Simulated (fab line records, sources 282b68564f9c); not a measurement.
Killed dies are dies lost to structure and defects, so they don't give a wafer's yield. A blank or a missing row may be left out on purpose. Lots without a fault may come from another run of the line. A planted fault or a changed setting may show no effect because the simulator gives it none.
Which tool did it? | flow rit_cmos | 14 lots, 42 wafers sampled, at 3 steps of a route of 202

WHAT THE GAUGES READ, wafer by wafer
RIT_PSD_TW_MEAS_10.
lot  | measured    | on            | PSD_TW
L322 | day 3 05:53 | film_metro-02 | 3389 3385 3407
L323 | day 3 12:51 | film_metro-01 | 3444 3446 3441
L324 | day 3 16:21 | film_metro-03 | 3384 3386 3396
L325 | day 3 19:35 | film_metro-03 | 3387 3384 3397
L326 | day 4 09:00 | film_metro-03 | 3386 3377 3393
L327 | day 4 14:47 | film_metro-01 | 3458 3436 3462
L328 | day 4 14:49 | film_metro-03 | 3369 3369 3376
L329 | day 4 18:13 | film_metro-03 | 3494 3482 3481
L330 | day 5 04:09 | film_metro-03 | 3381 3344 3364
L334 | day 5 17:38 | film_metro-01 | 3459 3450 3448
L337 | day 6 08:38 | film_metro-01 | 3575 3593 3563
L339 | day 6 20:39 | film_metro-03 | 3404 3421 3417
L340 | day 7 01:28 | film_metro-03 | 3392 3404 3402
L341 | day 7 07:17 | film_metro-03 | 3407 3403 3431

RIT_SDANNEAL_RS_MEAS_04: measures by four-point-probe.
lot  | measured    | on            | PSD_RS (ohm/sq)
L322 | day 3 06:23 | film_metro-01 | 116.07 116.00 115.48
L323 | day 3 13:52 | film_metro-01 | 115.70 116.38 115.78
L324 | day 3 18:35 | film_metro-01 | 116.20 115.93 115.63
L325 | day 3 20:14 | film_metro-02 | 115.57 115.37 115.28
L326 | day 4 09:29 | film_metro-01 | 115.54 115.46 115.47
L327 | day 4 15:17 | film_metro-02 | 115.99 116.24 115.64
L328 | day 4 15:25 | film_metro-01 | 116.11 115.99 116.16
L329 | day 4 18:42 | film_metro-03 | 108.69 108.78 108.50
L330 | day 5 04:40 | film_metro-02 | 115.82 116.02 115.99
L334 | day 5 18:11 | film_metro-03 | 116.18 115.79 115.99
L337 | day 6 09:08 | film_metro-02 | 108.58 108.26 108.61
L339 | day 6 21:10 | film_metro-01 | 115.95 115.66 115.92
L340 | day 7 01:58 | film_metro-02 | 115.65 115.60 115.47
L341 | day 7 07:47 | film_metro-01 | 115.99 115.78 116.03

WHICH TOOL RAN EACH LOT (tool, then ch and the chambers of the sampled wafers, then the start)
lot  | RIT_PSD_IMPLANT_08
L322 | implanter-04 ch 0, day 3 05:35
L323 | implanter-02 ch 0, day 3 12:32
L324 | implanter-02 ch 0, day 3 16:01
L325 | implanter-02 ch 0, day 3 19:16
L326 | implanter-02 ch 0, day 4 08:40
L327 | implanter-02 ch 0, day 4 14:26
L328 | implanter-03 ch 0, day 4 14:31
L329 | implanter-02 ch 0, day 4 17:54
L330 | implanter-03 ch 0, day 5 03:52
L334 | implanter-04 ch 0, day 5 17:19
L337 | implanter-02 ch 0, day 6 08:19
L339 | implanter-04 ch 0, day 6 20:22
L340 | implanter-03 ch 0, day 7 01:09
L341 | implanter-04 ch 0, day 7 06:58
- RIT_PSD_IMPLANT_08

WHAT THE TOOLS THEMSELVES READ (means of the sampled wafers that have a number; where no wafer has one, the mark that the record gives instead)
RIT_PSD_IMPLANT_08.
lot  | tool         | beam_energy_keV | end_station_pressure_torr (Torr)
L322 | implanter-04 | 27.007          | 1.32e-05
L323 | implanter-02 | 27.000          | 1.36e-05
L324 | implanter-02 | 26.997          | 1.33e-05
L325 | implanter-02 | 27.004          | 1.34e-05
L326 | implanter-02 | 26.990          | 1.36e-05
L327 | implanter-02 | 26.988          | 1.38e-05
L328 | implanter-03 | 26.992          | 1.44e-05
L329 | implanter-02 | 30.505          | 1.34e-05
L330 | implanter-03 | 27.009          | 1.36e-05
L334 | implanter-04 | 26.992          | 1.32e-05
L337 | implanter-02 | 30.502          | 1.31e-05
L339 | implanter-04 | 27.005          | 1.28e-05
L340 | implanter-03 | 26.998          | 1.50e-05
L341 | implanter-04 | 26.995          | 1.30e-05

THE ANSWER, worked out from the rows above alone
Rule: what is usual is taken from the lots themselves. Put in order of their means at a reading, lots are off if they are a third of the lots or fewer, leave a main group of 4 or more, and stand apart from it by a gap of 3 or more times the standard deviation of the main group's means; of several such gaps the widest counts. A main group whose means are all the same, to the digits that the tables above print for the reading, isn't used. A lot without any number at a reading at which 4 lots or more have one is off too. The other lots that the step has rows for count as sound. The gauges are gone through in route order, then the tools' own readings, and for those a lot's mean is taken as printed above. The first step at which some lot is off is used, and at that step the reading that is off furthest; a lot without a number counts as furthest.
Off: L329, L337, at RIT_SDANNEAL_RS_MEAS_04 (PSD_RS). The main group: mean 115.83 ohm/sq, standard deviation 0.21.
A tool fits if, at a process step before that reading, it ran every lot that is off, and no sound lot after the first of them. The gauges at RIT_SDANNEAL_RS_MEAS_04 aren't tried: what is off there is off at RIT_PSD_IMPLANT_08 too, on other tools, and a gauge's error can't cause that. One fits: implanter-02 at RIT_PSD_IMPLANT_08. Its last sound lot is L327 (day 4 14:26), its first lot that is off L329 (day 4 17:54): a fault that began between those two fits.
The tool's own readings at RIT_PSD_IMPLANT_08 bear it out: on the lots that are off they differ by more than 5 times the standard deviation of the sound lots' means. beam_energy_keV reads 30.503 there against 26.998 on the sound lots.

WHAT THE SIMULATOR HAD PUT IN
Process parameter drift: implanter-02, from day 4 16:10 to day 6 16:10, at RIT_PSD_IMPLANT_08. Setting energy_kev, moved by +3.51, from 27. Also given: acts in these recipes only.
Lots struck among those shown: L329, L337. The rule above found the same.
